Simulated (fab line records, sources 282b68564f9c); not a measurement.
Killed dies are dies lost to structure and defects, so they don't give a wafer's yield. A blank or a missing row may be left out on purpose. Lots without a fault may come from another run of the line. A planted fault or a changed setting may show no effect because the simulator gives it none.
Which tool did it? | flow rit_cmos | 16 lots, 48 wafers sampled, at 2 steps of a route of 202

WHAT THE GAUGES READ, wafer by wafer
RIT_M1_OVL_MEAS_10. Usual: M1_OVL -0.1 nm, standard deviation 1.5.
lot  | measured    | on         | M1_OVL (nm)                         | flag
L139 | day 3 07:40 | overlay-02 | 1.4 -0.6 1.1                        |
L141 | day 3 17:09 | overlay-01 | -2.4 -1.6 0.0                       |
L143 | day 4 04:01 | overlay-02 | -0.6 -0.8 1.4                       |
L145 | day 4 13:10 | overlay-01 | 1.5 -1.4 0.1                        |
L146 | day 4 17:55 | overlay-02 | 1.2 0.5 -0.1                        |
L148 | day 5 04:40 | overlay-01 | 0.3 -1.2 -1.2                       |
L149 | day 5 08:22 | overlay-01 | -1.2 -3.0 -1.2                      |
L150 | day 5 14:41 | overlay-02 | 1.2 1.5 1.9                         |
L151 | day 5 18:26 | overlay-02 | -0.8 -0.2 1.9                       |
L152 | day 6 04:40 | overlay-02 | 358.1 358.7 360.1 357.8 359.2 359.8 | OFF
L153 | day 6 06:22 | overlay-02 | 358.2 358.1 358.8 358.4 358.5 358.8 | OFF
L154 | day 6 08:28 | overlay-02 | 1.8 1.2 1.3                         |
L155 | day 6 15:26 | overlay-02 | 359.4 362.1 358.6 359.3 361.7 358.5 | OFF
L156 | day 6 21:53 | overlay-01 | 361.1 359.6 359.8 361.2 359.8 359.7 | OFF
L159 | day 7 11:24 | overlay-01 | -2.0 -1.4 -3.5                      |
L160 | day 7 14:49 | overlay-01 | -0.9 -0.1 -1.4                      |

WHICH TOOL RAN EACH LOT (tool, then ch and the chambers of the sampled wafers, then the start)
lot  | RIT_M1_EXPOSE_06
L139 | iline_stepper-01 ch 0, day 3 07:07
L141 | iline_stepper-01 ch 0, day 3 16:30
L143 | iline_stepper-02 ch 0, day 4 03:28
L145 | iline_stepper-01 ch 0, day 4 12:38
L146 | iline_stepper-01 ch 0, day 4 17:22
L148 | iline_stepper-02 ch 0, day 5 04:08
L149 | iline_stepper-02 ch 0, day 5 07:49
L150 | iline_stepper-01 ch 0, day 5 14:08
L151 | iline_stepper-01 ch 0, day 5 17:53
L152 | iline_stepper-01 ch 0, day 6 04:05
L153 | iline_stepper-01 ch 0, day 6 05:50
L154 | iline_stepper-02 ch 0, day 6 07:57
L155 | iline_stepper-01 ch 0, day 6 14:50
L156 | iline_stepper-01 ch 0, day 6 21:17
L159 | iline_stepper-02 ch 0, day 7 10:52
L160 | iline_stepper-02 ch 0, day 7 14:16
- RIT_M1_EXPOSE_06: exposes mask M12, target cd 2600 nm.

WHAT THE TOOLS THEMSELVES READ (means of the sampled wafers that have a number; where no wafer has one, the mark that the record gives instead)
The record holds no such reading with a usual standard deviation.

THE ANSWER, worked out from the rows above alone
Rule: a lot is off if the mean of its wafers that have a number lies more than 3 standard deviations from the usual mean. A lot without any number at a reading at which 4 lots or more have one is off too. The other lots that the step has rows for count as sound. The gauges are gone through in route order, then the tools' own readings, and for those a lot's mean is taken as printed above. The first step at which some lot is off is used, and at that step the reading that is off furthest; a lot without a number counts as furthest.
Off: L152, L153, L155, L156, at RIT_M1_OVL_MEAS_10 (M1_OVL).
A tool fits if, at a process step before that reading, it ran every lot that is off, and no sound lot after the first of them. The gauges at RIT_M1_OVL_MEAS_10 are tried like those tools. One fits: iline_stepper-01 at RIT_M1_EXPOSE_06. Its last sound lot is L151 (day 5 17:53), its first lot that is off L152 (day 6 04:05): a fault that began between those two fits.

WHAT THE SIMULATOR HAD PUT IN
Scanner matching overlay: iline_stepper-01, from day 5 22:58 on, at RIT_M1_EXPOSE_06. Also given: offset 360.
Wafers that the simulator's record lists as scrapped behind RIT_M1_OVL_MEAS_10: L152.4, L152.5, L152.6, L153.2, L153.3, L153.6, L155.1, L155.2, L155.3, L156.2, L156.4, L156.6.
Lots struck among those shown: L152, L153, L155, L156. The rule above found the same.
